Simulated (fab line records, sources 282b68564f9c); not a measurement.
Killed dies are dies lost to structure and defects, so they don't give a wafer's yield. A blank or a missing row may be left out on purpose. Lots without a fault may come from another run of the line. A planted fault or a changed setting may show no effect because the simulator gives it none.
fab line records | flow rit_cmos
record lots=5 wafers=23
route steps=202 shown ACTIVE@2 NWELL@29 PWELL@48 WELLDRIVE@50 NRETRO@61 PRETRO@65 GATE@81 NLDD@111 PLDD@122
start_h: hours from the record's first day to the start of the lot's first wafer shown | wait_h: hours since the lot's step before | " the same as in the row above | L1.1+2: a row that stands for several wafers | - no value, or no start given | * or withheld: withheld | < > ~ a bound
route shown NAME@n: a module of which the file shows steps, and the number in the route of the first | usual: mean/standard deviation of fault-free wafers | same: alike in all rows | chamber/n: place in a boat | sites: the reading at each site | _std_site: their standard deviation | _edge_site: outer sites' mean less inner sites' | radius_mm: how far each site lies from the wafer's centre | mask NAME#n: copy n | behind: the tool/chamber that last shaped the wafer | hold: why the lot was held/for how many hours/how that ended | device: the transistor (n, p or np) that didn't switch | end of line: the same wafers' tests at the end of the route | a step without rows: its recipe alone | killed: dies lost to structure and defects at the first sort, not the wafer's yield | map: a wafer's dies, x killed, . not, _ none there
set.NAME: the setting as run; set.NAME@STEP: as run at that earlier step | model.NAME: the simulator's own value behind a step, which no gauge read
lots whose settings were changed on purpose; a table a step, a row a wafer
## steps
# step RIT_ACTIVE_OXIDATION_01
# recipe temp_c=1000 ambient=O2 target_thk_a=468 ox_time_s=3360
# columns lot.wafer tool chamber start_h wait_h set.temp_c model.SiO2_of_ACTIVE_OXIDATION_01.thk_nm
L074.1 - - - 3.3 1000 49.5
L074.2 " - " " 1000 48.36
L074.3 " - " " 1000 49.32
L074.4 " - " " 1000 48.76
L074.6 " - " " 1000 49.37
L075.2 - - - 0.5 989.8 41.73
L075.3 " - " " 989.8 42.53
L075.4 " - " " 989.8 42.13
L075.5 " - " " 989.8 42.29
L075.6 " - " " 989.8 42.43
L080.1 furnace-03 0 40.54 0.5 1000 46.24
L080.2 " 0 " " 1000 46.49
L080.5 " 0 " " 1000 45.86
L081.1 - - - 1.4 988.5 42.49
L081.2 " - " " 988.5 42
L081.3 " - " " 988.5 42.16
L081.4 " - " " 988.5 41.62
L081.6 " - " " 988.5 42.47
L082.2+6 - - - 0.1 1024 58.41
L082.3 " - " " 1024 58.87
L082.4 " - " " 1024 58.93
L082.5 " - " " 1024 58.73
# step RIT_ACTIVE_THK_MEAS_02
# recipe reads=SiO2_of_ACTIVE_OXIDATION_01
# usual ACTIVE_OXIDE_THK=46.8/1.1
# columns lot.wafer tool chamber start_h wait_h set.temp_c@ACTIVE_OXIDATION_01 ACTIVE_OXIDE_THK[nm]
L074.1 film_metro-02 - - - 1000 49.5
L074.2 " - " " 1000 48.4
L074.3 " - " " 1000 49.3
L074.4 " - " " 1000 48.7
L074.6 " - " " 1000 49.4
L075.2 film_metro-04 - - - 989.8 41.8
L075.3 " - " " 989.8 42.6
L075.4 " - " " 989.8 42.2
L075.5 " - " " 989.8 42.3
L075.6 " - " " 989.8 42.4
L080.1 film_metro-01 - 42.47 0.0 1000 46.3
L080.2 " - " " 1000 46.5
L080.5 " - " " 1000 45.9
L081.1 film_metro-01 - - - 988.5 42.5
L081.2 " - " " 988.5 42.0
L081.3 " - " " 988.5 42.1
L081.4 " - " " 988.5 41.7
L081.6 " - " " 988.5 42.5
L082.2 film_metro-04 - - - 1024 58.4
L082.3 " - " " 1024 58.9
L082.4 " - " " 1024 58.9
L082.5 " - " " 1024 58.7
L082.6 " - " " 1024 58.4
# step RIT_ACTIVE_EXPOSE_08
# recipe mask_id=M1 na=0.6 source_shape=conventional sigma_outer=0.6 target_cd_nm=1400 dose_mj=225
# columns lot.wafer tool chamber start_h wait_h mask set.dose_mj
L074.1+2+3+4+6 iline_stepper-01 0 17.26 0.1 M1#0 225
L075.2+5+6 iline_stepper-02 0 19.65 0.2 M1#0 211.2
L075.3+4 " 0 " " M1#0 225
L080.1+2+5 iline_stepper-02 0 44.58 0.2 M1#0 225
L081.1+2+3+4+6 iline_stepper-01 0 50.48 0.2 M1#0 225
L082.2+3+5 iline_stepper-01 0 54.06 0.1 M1#0 229.8
L082.4+6 " 0 " " M1#0 225
# step RIT_ACTIVE_PEB_09
# recipe resist=NOVOLAK temp_c=withheld time_s=withheld
# step RIT_ACTIVE_DEVELOP_10
# recipe resist=NOVOLAK develop_time_s=50 dev_temp_c=23
# step RIT_ACTIVE_CD_MEAS_11
# recipe target_cd_nm=1400
# usual cd_nm=1399.7/2.3
# columns lot.wafer tool chamber start_h wait_h set.dose_mj@ACTIVE_EXPOSE_08 cd_nm
L074.1 cd_sem-01 - 17.74 - 225 1397.5
L074.2 " - " " 225 1396.5
L074.3 " - " " 225 1396.2
L074.4 " - " " 225 1396.3
L074.6 " - " " 225 1397.8
L075.2 cd_sem-01 - 20.05 - 211.2 1413.4
L075.3 " - " " 225 1396.8
L075.4 " - " " 225 1397.3
L075.5 " - " " 211.2 1417.8
L075.6 " - " " 211.2 1416.8
L080.1 cd_sem-02 - 44.98 - 225 1401.9
L080.2 " - " " 225 1401.2
L080.5 " - " " 225 1401.8
L081.1 cd_sem-01 - 50.88 - 225 1400.9
L081.2 " - " " 225 1400.1
L081.3 " - " " 225 1401.3
L081.4 " - " " 225 1399.7
L081.6 " - " " 225 1398.6
L082.2 cd_sem-01 - 54.46 - 229.8 1393.1
L082.3 " - " " 229.8 1394.4
L082.4 " - " " 225 1398.7
L082.5 " - " " 229.8 1395.5
L082.6 " - " " 225 1401.7
# step RIT_ACTIVE_ETCH_13
# recipe stop_on=SiO2 chemistry=SF6 target=Si3N4 time_s=210 over_etch_frac=0.4 SF6_flow_sccm=200 pressure_mtorr=260 rf_w=125 target_depth_a=2100
# columns lot.wafer tool chamber start_h wait_h set.time_s set.dose_mj@ACTIVE_EXPOSE_08 model.ACTIVE.cd_nm
L074.1 rie_diel-01 3 18.18 0.1 235.1 225 1398
L074.2+3 " 0,2 " " 210 225 1397
L074.4 " 0 " " 235.1 225 1396
L074.6 " 3 " " 210 225 1398
L075.2 rie_diel-03 3 20.30 0.1 210 211.2 1414
L075.3+4 " 2,0 " " 210 225 1397
L075.5 " 3 " " 210 211.2 1418
L075.6 " 2 " " 210 211.2 1417
L080.1+5 rie_diel-03 1,2 45.25 0.1 210 225 1402
L080.2 " 3 " " 210 225 1401
L081.1 rie_diel-01 0 51.15 0.1 210 225 1400
L081.2 " 1 " " 210 225 1401
L081.3 " 3 " " 201.5 225 1401
L081.4 " 1 " " 210 225 1399
L081.6 " 0 " " 201.5 225 1398
L082.2 rie_diel-04 2 54.71 0.1 221.3 229.8 1393
L082.3+5 " 0,2 " " 210 229.8 1395
L082.4 " 0 " " 221.3 225 1399
L082.6 " 3 " " 221.3 225 1402
# step RIT_ACTIVE_STRIP_14
# recipe chemistry=O2 time_s=180 resist=NOVOLAK platen_temp_c=withheld power_w=500 pressure_mtorr=4000 o2_flow_sccm=4000
# step RIT_ACTIVE_CD_MEAS_90
# recipe target_cd_nm=1400
# usual cd_nm=1399.7/2.3
# columns lot.wafer tool chamber start_h wait_h set.dose_mj@ACTIVE_EXPOSE_08 cd_nm
L074.1 cd_sem-02 - 18.49 0.1 225 1397.5
L074.2 " - " " 225 1396.7
L074.3 " - " " 225 1396.5
L074.4 " - " " 225 1396.1
L074.6 " - " " 225 1397.9
L075.2 cd_sem-02 - 20.63 0.1 211.2 1413.7
L075.3 " - " " 225 1396.7
L075.4 " - " " 225 1397.2
L075.5 " - " " 211.2 1417.8
L075.6 " - " " 211.2 1416.6
L080.1 cd_sem-02 - 45.56 0.1 225 1401.5
L080.2 " - " " 225 1401.9
L080.5 " - " " 225 1401.4
L081.1 cd_sem-02 - 51.46 0.1 225 1400.8
L081.2 " - " " 225 1400.5
L081.3 " - " " 225 1401.5
L081.4 " - " " 225 1399.5
L081.6 " - " " 225 1398.7
L082.2 cd_sem-01 - 55.04 0.1 229.8 1392.7
L082.3 " - " " 229.8 1394.3
L082.4 " - " " 225 1398.6
L082.5 " - " " 229.8 1395.2
L082.6 " - " " 225 1401.5
# step RIT_NWELL_COAT_01
# recipe resist=NOVOLAK spin_rpm=2000 resist_thk_nm=1300
# columns lot.wafer tool chamber start_h wait_h set.resist_thk_nm model.NOVOLAK_of_NWELL_COAT_01.thk_nm
L074.1 litho_track-01 0 23.01 0.1 1300 1299
L074.2 " 0 " " 1300 1296
L074.3 " 0 " " 1269 1268
L074.4 " 0 " " 1269 1267
L074.6 " 0 " " 1269 1265
L075.2 litho_track-02 0 26.90 0.1 1300 1295
L075.3 " 0 " " 1372 1373
L075.4 " 0 " " 1300 1302
L075.5 " 0 " " 1372 1374
L075.6 " 0 " " 1372 1372
L080.1 litho_track-03 0 51.22 0.1 1300 1299
L080.2+5 " 0 " " 1300 1298
L081.1 litho_track-03 0 55.97 0.1 1231 1236
L081.2 " 0 " " 1231 1234
L081.3 " 0 " " 1300 1304
L081.4 " 0 " " 1300 1309
L081.6 " 0 " " 1300 1306
L082.2+6 litho_track-01 0 59.82 0.1 1275 1276
L082.3+5 " 0 " " 1300 1301
L082.4 " 0 " " 1300 1299
# step RIT_NWELL_SOFTBAKE_02
# recipe resist=NOVOLAK temp_c=90 time_s=60
# step RIT_NWELL_EXPOSE_03
# recipe mask_id=M2 na=0.57 target_cd_nm=43900 dose_mj=250
# step RIT_NWELL_DEVELOP_05
# recipe resist=NOVOLAK develop_time_s=68 dev_temp_c=23
# step RIT_NWELL_HARDBAKE_07
# recipe resist=NOVOLAK temp_c=140 time_s=120
# columns lot.wafer tool chamber start_h wait_h set.resist_thk_nm@NWELL_COAT_01 model.NOVOLAK_of_NWELL_COAT_01.thk_nm
L074.1 litho_track-02 0 23.90 0.0 1300 1136
L074.2 " 0 " " 1300 1133
L074.3 " 0 " " 1269 1110
L074.4 " 0 " " 1269 1109
L074.6 " 0 " " 1269 1107
L075.2 litho_track-03 0 27.68 0.1 1300 1132
L075.3+5 " 0 " " 1372 1200
L075.4 " 0 " " 1300 1139
L075.6 " 0 " " 1372 1199
L080.1 litho_track-01 0 52.12 0.0 1300 1136
L080.2+5 " 0 " " 1300 1135
L081.1 litho_track-03 0 56.99 0.2 1231 1082
L081.2 " 0 " " 1231 1080
L081.3 " 0 " " 1300 1140
L081.4 " 0 " " 1300 1145
L081.6 " 0 " " 1300 1142
L082.2+6 litho_track-02 0 60.60 0.1 1275 1116
L082.3+5 " 0 " " 1300 1138
L082.4 " 0 " " 1300 1136
# step RIT_NWELL_IMPLANT_08
# recipe species=P energy_kev=170 dose_cm2=5e+13 tilt_deg=7
# columns lot.wafer tool chamber start_h wait_h set.dose_cm2
L074.1+3+4 implanter-01 0 24.15 0.2 5e+13
L074.2+6 " 0 " " 4.782e+13
L075.2+3+4+5+6 implanter-01 0 27.92 0.2 5e+13
L080.1+2+5 implanter-04 0 52.37 0.2 5e+13
L081.1+2+3+4+6 implanter-03 0 57.24 0.2 5e+13
L082.2+3+6 implanter-04 0 60.83 0.2 5e+13
L082.4+5 " 0 " " 5.134e+13
# step RIT_PWELL_STRIP_09
# recipe chemistry=O2 time_s=180 resist=NOVOLAK platen_temp_c=withheld power_w=500 pressure_mtorr=4000 o2_flow_sccm=4000
# columns lot.wafer tool chamber start_h wait_h set.o2_flow_sccm
L074.1+6 plasma_asher-03 1,0 26.34 0.1 4000
L074.2+3+4 " 0,1,0 " " 3596
L075.2+3+4 plasma_asher-04 0,1,0 29.72 0.1 3781
L075.5+6 " 0,1 " " 4000
L080.1+2+5 plasma_asher-04 1,0,1 54.17 0.1 4000
L081.1+4+6 plasma_asher-02 0,0,1 59.06 0.1 3601
L081.2+3 " 1 " " 4000
L082.2+3+4+5+6 plasma_asher-03 1,1,0,0,1 62.53 0.1 4000
# step RIT_WELLDRIVE_ANNEAL_00
# recipe temp_c=1100 time_s=14700 ambient=N2
# step RIT_WELLDRIVE_RS_MEAS_01
# recipe thk_meas_gauge=four-point-probe
# usual NWELL_RS=275.9/0.78
# columns lot.wafer tool chamber start_h wait_h set.dose_cm2@NWELL_IMPLANT_08 NWELL_RS[ohm/sq]
L074.1 film_metro-02 - 32.65 0.0 5e+13 275.4
L074.2 " - " " 4.782e+13 282.7
L074.3 " - " " 5e+13 275.0
L074.4 " - " " 5e+13 274.6
L074.6 " - " " 4.782e+13 282.9
L075.2 film_metro-03 - 35.59 0.0 5e+13 275.4
L075.3 " - " " 5e+13 276.6
L075.4 " - " " 5e+13 276.1
L075.5 " - " " 5e+13 275.1
L075.6 " - " " 5e+13 276.0
L080.1 film_metro-02 - 59.96 0.0 5e+13 275.2
L080.2 " - " " 5e+13 276.2
L080.5 " - " " 5e+13 275.8
L081.1 film_metro-03 - 65.00 0.0 5e+13 277.2
L081.2 " - " " 5e+13 276.5
L081.3 " - " " 5e+13 275.9
L081.4 " - " " 5e+13 276.3
L081.6 " - " " 5e+13 276.7
L082.2 film_metro-03 - 69.31 0.0 5e+13 275.6
L082.3 " - " " 5e+13 275.8
L082.4 " - " " 5.134e+13 271.4
L082.5 " - " " 5.134e+13 271.1
L082.6 " - " " 5e+13 276.3
# step RIT_NRETRO_IMPLANT_08
# recipe species=P energy_kev=70 dose_cm2=1e+13 tilt_deg=7
# columns lot.wafer tool chamber start_h wait_h set.energy_kev model.implant.rp_nm model.implant.drp_nm
L074.1+3 implanter-01 0 34.19 0.2 70 86.37 33.94
L074.2+4+6 " 0 " " 68.56 84.54 33.34
L075.2+3+6 implanter-04 0 37.12 0.2 68.68 79.65 33.39
L075.4+5 " 0 " " 70 81.22 33.94
L080.1+2+5 implanter-02 0 61.41 0.2 70 83.92 33.94
L081.1+2+3+4+6 implanter-04 0 66.53 0.2 70 84.27 33.94
L082.2+3+4 implanter-04 0 70.72 0.2 70 85.37 33.94
L082.5+6 " 0 " " 73.92 90.28 35.53
# step RIT_PRETRO_COAT_01
# recipe resist=NOVOLAK spin_rpm=2000 resist_thk_nm=1300
# columns lot.wafer tool chamber start_h wait_h set.resist_thk_nm model.NOVOLAK_of_PRETRO_COAT_01.thk_nm
L074.1 litho_track-04 0 34.73 0.1 1300 1300
L074.2 " 0 " " 1339 1337
L074.3 " 0 " " 1300 1301
L074.4 " 0 " " 1339 1340
L074.6 " 0 " " 1300 1293
L075.2+3+6 litho_track-04 0 37.71 0.1 1300 1308
L075.4+5 " 0 " " 1300 1307
L080.1+5 litho_track-02 0 61.94 0.1 1300 1297
L080.2 " 0 " " 1300 1298
L081.1+3 litho_track-02 0 67.06 0.1 1323 1326
L081.2 " 0 " " 1323 1324
L081.4 " 0 " " 1300 1302
L081.6 " 0 " " 1300 1301
L082.2 litho_track-04 0 71.26 0.1 1300 1297
L082.3+6 " 0 " " 1371 1368
L082.4 " 0 " " 1300 1295
L082.5 " 0 " " 1371 1371
# step RIT_PRETRO_SOFTBAKE_02
# recipe resist=NOVOLAK temp_c=90 time_s=60
# step RIT_PRETRO_EXPOSE_03
# recipe mask_id=M5 na=0.57 target_cd_nm=43700 dose_mj=250
# step RIT_PRETRO_DEVELOP_05
# recipe resist=NOVOLAK develop_time_s=68 dev_temp_c=23
# step RIT_PRETRO_HARDBAKE_07
# recipe resist=NOVOLAK temp_c=140 time_s=120
# columns lot.wafer tool chamber start_h wait_h set.resist_thk_nm@PRETRO_COAT_01 model.NOVOLAK_of_PRETRO_COAT_01.thk_nm
L074.1 litho_track-03 0 35.62 0.0 1300 1137
L074.2 " 0 " " 1339 1168
L074.3 " 0 " " 1300 1138
L074.4 " 0 " " 1339 1171
L074.6 " 0 " " 1300 1131
L075.2+3+6 litho_track-03 0 38.49 0.1 1300 1144
L075.4+5 " 0 " " 1300 1143
L080.1 litho_track-04 0 62.71 0.0 1300 1134
L080.2+5 " 0 " " 1300 1135
L081.1+3 litho_track-04 0 67.95 0.0 1323 1160
L081.2 " 0 " " 1323 1157
L081.4+6 " 0 " " 1300 1138
L082.2 litho_track-04 0 72.04 0.1 1300 1134
L082.3 " 0 " " 1371 1195
L082.4 " 0 " " 1300 1132
L082.5 " 0 " " 1371 1198
L082.6 " 0 " " 1371 1196
# step RIT_PRETRO_IMPLANT_08
# recipe species=B energy_kev=45 dose_cm2=1.2e+13 tilt_deg=7
# columns lot.wafer tool chamber start_h wait_h set.energy_kev model.implant.rp_nm model.implant.drp_nm
L074.1+2+6 implanter-03 0 35.87 0.2 45 148.6 55.07
L074.3+4 " 0 " " 42.66 141.3 53.34
L075.2+3 implanter-03 0 38.72 0.2 45 142.3 55.07
L075.4+5+6 " 0 " " 47.37 149.3 56.76
L080.1+2+5 implanter-01 0 62.96 0.2 45 143.6 55.07
L081.1+3 implanter-02 0 68.20 0.2 43.34 136.1 53.85
L081.2+4+6 " 0 " " 45 141.1 55.07
L082.2+3 implanter-01 0 72.27 0.2 47.54 148.5 56.88
L082.4+5+6 " 0 " " 45 141 55.07
# step RIT_GATE_OXIDATION_05
# recipe temp_c=900 ambient=O2 target_thk_a=30 ox_time_s=270
# columns lot.wafer tool chamber start_h wait_h set.temp_c model.SiO2_of_GATE_OXIDATION_05.thk_nm
L074.1 - - - 0.4 892.3 2.616
L074.2 " - " " 892.3 2.597
L074.3 " - " " 892.3 2.601
L074.4 " - " " 892.3 2.583
L074.6 " - " " 892.3 2.564
L075.2 - - - 0.2 885.6 2.484
L075.3 " - " " 885.6 2.528
L075.4 " - " " 885.6 2.507
L075.5 " - " " 885.6 2.501
L075.6 " - " " 885.6 2.505
L080.1 furnace-01 0 66.01 2.2 900 3.08
L080.2 " 0 " " 900 3.005
L080.5 " 0 " " 900 3.036
L081.1 - - - 0.3 881.1 2.337
L081.2 " - " " 881.1 2.357
L081.3 " - " " 881.1 2.333
L081.4 " - " " 881.1 2.369
L081.6 " - " " 881.1 2.346
L082.2 - - - 0.4 891.4 2.687
L082.3 " - " " 891.4 2.709
L082.4 " - " " 891.4 2.715
L082.5 " - " " 891.4 2.686
L082.6 " - " " 891.4 2.706
# step RIT_GATE_EXPOSE_13
# recipe mask_id=M6 na=0.6 source_shape=conventional sigma_outer=0.6 target_cd_nm=150 dose_mj=380
# columns lot.wafer tool chamber start_h wait_h mask set.dose_mj
L074.1+4 iline_stepper-02 0 42.27 0.1 M6#0 380
L074.2+3+6 " 0 " " M6#0 355.7
L075.2+6 iline_stepper-01 0 44.96 0.2 M6#0 396.5
L075.3+4+5 " 0 " " M6#0 380
L080.1+2+5 iline_stepper-01 0 71.58 0.2 M6#0 380
L081.1+4 iline_stepper-01 0 74.14 0.1 M6#0 368.7
L081.2+3+6 " 0 " " M6#0 380
L082.2+3+6 iline_stepper-01 0 78.16 0.2 M6#0 361.6
L082.4+5 " 0 " " M6#0 380
# step RIT_GATE_DEVELOP_15
# recipe resist=NOVOLAK develop_time_s=50 dev_temp_c=23
# columns lot.wafer tool chamber start_h wait_h set.develop_time_s
L074.1+2+3+4+6 litho_track-02 0 - - 50
L075.2+4 litho_track-03 0 - - 57
L075.3+5+6 " 0 " " 50
L080.1+2+5 litho_track-01 0 - - 50
L081.1+2+3+4+6 litho_track-01 0 - - 50
L082.2+3+4+5+6 litho_track-02 0 - - 50
# step RIT_GATE_HARDBAKE_18
# recipe resist=NOVOLAK temp_c=140 time_s=60
# step RIT_GATE_ETCH_19
# recipe chemistry=SF6/CHF3/O2 time_s=165 SF6_flow_sccm=30 CHF3_flow_sccm=30 O2_flow_sccm=5 target=poly-Si pressure_mtorr=40 rf_w=160 target_depth_a=3125 over_etch_frac=0.25 stop_on=SiO2
# columns lot.wafer tool chamber start_h wait_h set.dose_mj@GATE_EXPOSE_13 model.GATE.cd_nm
L074.1 rie_si-02 0 43.10 0.1 380 152.3
L074.2 " 3 " " 355.7 183.8
L074.3 " 1 " " 355.7 185.4
L074.4 " 3 " " 380 150.3
L074.6 " 0 " " 355.7 184.9
L075.2 rie_si-01 0 45.65 0.1 396.5 -
L075.3 " 1 " " 380 153
L075.4 " 2 " " 380 -
L075.5 " 0 " " 380 151.4
L075.6 " 3 " " 396.5 132.3
L080.1+5 rie_si-02 3,0 72.29 0.1 380 153.2
L080.2 " 0 " " 380 153.9
L081.1 rie_si-01 3 74.84 0.1 368.7 169.1
L081.2 " 0 " " 380 153.2
L081.3 " 2 " " 380 154.3
L081.4 " 1 " " 368.7 168.6
L081.6 " 3 " " 380 152
L082.2 rie_si-02 1 79.06 0.1 361.6 175.3
L082.3 " 2 " " 361.6 174.6
L082.4 " 0 " " 380 149.1
L082.5 " 2 " " 380 149.7
L082.6 " 1 " " 361.6 176.2
# step RIT_NLDD_IMPLANT_08
# recipe species=P energy_kev=20 dose_cm2=5e+14 tilt_deg=7
# columns lot.wafer tool chamber start_h wait_h set.energy_kev model.implant.rp_nm model.implant.drp_nm
L074.1+2 implanter-01 0 47.53 0.1 20 27.05 12.97
L074.3+4+6 " 0 " " 20.98 27.94 13.35
L075.2+3+5 implanter-03 0 52.04 0.1 20 28.3 12.97
L075.4+6 " 0 " " 20.49 28.77 13.16
L080.1+2+5 implanter-04 0 76.73 0.1 20 28.16 12.97
L081.1+2 implanter-01 0 79.46 0.1 20 27.02 12.97
L081.3+4+6 " 0 " " 20.36 27.35 13.11
L082.2+5 implanter-01 0 84.38 0.1 20 27.13 12.97
L082.3+4+6 " 0 " " 20.74 27.81 13.26
# step RIT_PLDD_IMPLANT_08
# recipe species=BF2 energy_kev=20 dose_cm2=9e+14 tilt_deg=7
# columns lot.wafer tool chamber start_h wait_h set.dose_cm2
L074.1+2+3+4+6 implanter-02 0 49.08 0.1 9e+14
L075.2+5 implanter-03 0 53.65 0.1 9e+14
L075.3+4+6 " 0 " " 8.343e+14
L080.1+2+5 implanter-04 0 78.15 0.1 9e+14
L081.1+2+3+4+6 implanter-04 0 80.88 0.1 9e+14
L082.2+6 implanter-03 0 85.80 0.1 9e+14
L082.3+4+5 " 0 " " 9.519e+14
## key
split step=RIT_ACTIVE_OXIDATION_01 setting=temp_c stated=1000 by=lot
response step=RIT_ACTIVE_OXIDATION_01 reading=model.SiO2_of_ACTIVE_OXIDATION_01.thk_nm change=+4.72 per=1% r=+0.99
response step=RIT_ACTIVE_THK_MEAS_02 reading=ACTIVE_OXIDE_THK change=+4.72 per=1% r=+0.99
split step=RIT_ACTIVE_EXPOSE_08 setting=dose_mj stated=225 by=wafer
response step=RIT_ACTIVE_CD_MEAS_11 reading=cd_nm change=-3.05 per=1% r=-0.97
response step=RIT_ACTIVE_ETCH_13 reading=model.ACTIVE.cd_nm change=-3.03 per=1% r=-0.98
response step=RIT_ACTIVE_CD_MEAS_90 reading=cd_nm change=-3.07 per=1% r=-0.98
split step=RIT_ACTIVE_ETCH_13 setting=time_s stated=210 by=wafer
response none clear
split step=RIT_NWELL_COAT_01 setting=resist_thk_nm stated=1300 by=wafer
response step=RIT_NWELL_COAT_01 reading=model.NOVOLAK_of_NWELL_COAT_01.thk_nm change=+13.3 per=1% r=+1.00
response step=RIT_NWELL_HARDBAKE_07 reading=model.NOVOLAK_of_NWELL_COAT_01.thk_nm change=+11.4 per=1% r=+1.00
split step=RIT_NWELL_IMPLANT_08 setting=dose_cm2 stated=5e+13 by=wafer
response step=RIT_WELLDRIVE_RS_MEAS_01 reading=NWELL_RS change=-1.77 per=1% r=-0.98
split step=RIT_PWELL_STRIP_09 setting=o2_flow_sccm stated=4000 by=wafer
response none clear
split step=RIT_NRETRO_IMPLANT_08 setting=energy_kev stated=70 by=wafer
response step=RIT_NRETRO_IMPLANT_08 reading=model.implant.rp_nm change=+0.875 per=1% r=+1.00
response step=RIT_NRETRO_IMPLANT_08 reading=model.implant.drp_nm change=+0.285 per=1% r=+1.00
split step=RIT_PRETRO_COAT_01 setting=resist_thk_nm stated=1300 by=wafer
response step=RIT_PRETRO_COAT_01 reading=model.NOVOLAK_of_PRETRO_COAT_01.thk_nm change=+13.4 per=1% r=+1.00
response step=RIT_PRETRO_HARDBAKE_07 reading=model.NOVOLAK_of_PRETRO_COAT_01.thk_nm change=+11.6 per=1% r=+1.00
split step=RIT_PRETRO_IMPLANT_08 setting=energy_kev stated=45 by=wafer
response step=RIT_PRETRO_IMPLANT_08 reading=model.implant.rp_nm change=+1.36 per=1% r=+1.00
response step=RIT_PRETRO_IMPLANT_08 reading=model.implant.drp_nm change=+0.325 per=1% r=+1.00
split step=RIT_GATE_OXIDATION_05 setting=temp_c stated=900 by=lot
response step=RIT_GATE_OXIDATION_05 reading=model.SiO2_of_GATE_OXIDATION_05.thk_nm change=+0.3 per=1% r=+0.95
split step=RIT_GATE_EXPOSE_13 setting=dose_mj stated=380 by=wafer
response step=RIT_GATE_ETCH_19 reading=model.GATE.cd_nm change=-5.18 per=1% r=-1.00
split step=RIT_GATE_DEVELOP_15 setting=develop_time_s stated=50 by=wafer
response none clear
split step=RIT_NLDD_IMPLANT_08 setting=energy_kev stated=20 by=wafer
response step=RIT_NLDD_IMPLANT_08 reading=model.implant.rp_nm change=+0.183 per=1% r=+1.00
response step=RIT_NLDD_IMPLANT_08 reading=model.implant.drp_nm change=+0.0776 per=1% r=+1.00
split step=RIT_PLDD_IMPLANT_08 setting=dose_cm2 stated=9e+14 by=wafer
response none in this file
